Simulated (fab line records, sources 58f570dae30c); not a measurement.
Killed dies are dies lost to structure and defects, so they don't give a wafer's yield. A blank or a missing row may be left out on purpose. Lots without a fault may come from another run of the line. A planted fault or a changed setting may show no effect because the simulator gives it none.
Problem report in the 8D (eight disciplines) form, filled by code | flow berkeley_cmos170 | the parts of the form that need people (team, actions taken, sign-off) are left out

1. THE PROBLEM
NVT_TW at UCB170_NVT_TW_MEAS_09 reads a mean of 587 on 6 wafers of 2 lots; wafers without a fault read 524 with a standard deviation of 4.5. That is +14 standard deviations from the usual mean.
First seen on wafer L461.4, day 6 05:02, on film_metro-04. The record holds 42 wafers of 14 lots with a number at this step. Rule for "out", or "out of limits": more than 4 standard deviations from the usual mean. The other wafers with a number count as sound.

2. WHAT IT IS AND WHAT IT IS NOT
question                    | is                           | is not
which readings at this step | NVT_TW                       | -
which lots                  | L460, L461                   | L455, L463, L464, L465, L468, L470, L473, L474, L475, L476, L477, L478
which wafers of those lots  | all that have a number       | -
read on which gauges        | film_metro-02, film_metro-04 | film_metro-01
when                        | from day 6 05:02             | up to then (3 sound wafers); but 33 sound wafers of L463, L464, L465, L468, L470, L473, L474, L475, L476, L477, L478 came after

3. SUSPECTS, AND WHAT RULES EACH OUT
Counting: a tool at a process step up to the reading stays a suspect if it ran every lot that is out and no sound lot after the first of them.
- the gauge at UCB170_NVT_TW_MEAS_09: ruled out. The wafers that are out were read on 2 gauges (film_metro-02, film_metro-04).
- implanter-04 at UCB170_NVT_IMPLANT_07: ruled out as a lasting fault. Sound lots L474 ran on it after its first lot that is out, L461 (day 6 04:50).
Left after counting: nothing in the record.

4. THE CAUSE (what the simulator had put in)
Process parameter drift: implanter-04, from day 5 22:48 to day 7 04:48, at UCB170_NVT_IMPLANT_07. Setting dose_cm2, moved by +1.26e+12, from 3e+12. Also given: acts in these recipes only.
Counting ruled it out, wrongly: the rule takes a fault to strike every lot that its tool runs from its start on, and this one did not.

5. THE CHAIN OF EFFECTS, in route order
Each row: a reading whose mean over the struck wafers that have a number lies more than 3 standard deviations from the usual. Only readings for which the record gives a usual standard deviation are gone through. hours: the time from each lot's start at the first step in this table that gives one to its start at this step, as a median over the lots. sigmas: the change in usual standard deviations.
hours | step                  | reading            | usual | on struck wafers | change | sigmas
0     | UCB170_NVT_IMPLANT_07 | dose_ions_cm2      | 3e+12 | 4e+12            | +1e+12 | +99 or more
0     | UCB170_NVT_IMPLANT_07 | faraday_current_uA | 9.51  | 13.39            | +3.88  | +19
0     | UCB170_NVT_TW_MEAS_09 | NVT_TW             | 524   | 587              | +63    | +14
The process steps in it:
- UCB170_NVT_IMPLANT_07

6. WHAT WOULD HAVE CAUGHT IT SOONER
In this record the first reading out of limits at a measuring or inspecting step was taken at day 6 05:02, 6 hours after the fault began at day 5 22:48.
The tool's own readings at UCB170_NVT_IMPLANT_07 were out on every struck wafer that the step has a row for (dose_ions_cm2, faraday_current_uA): an alarm limit on them would have fired on the first of those.
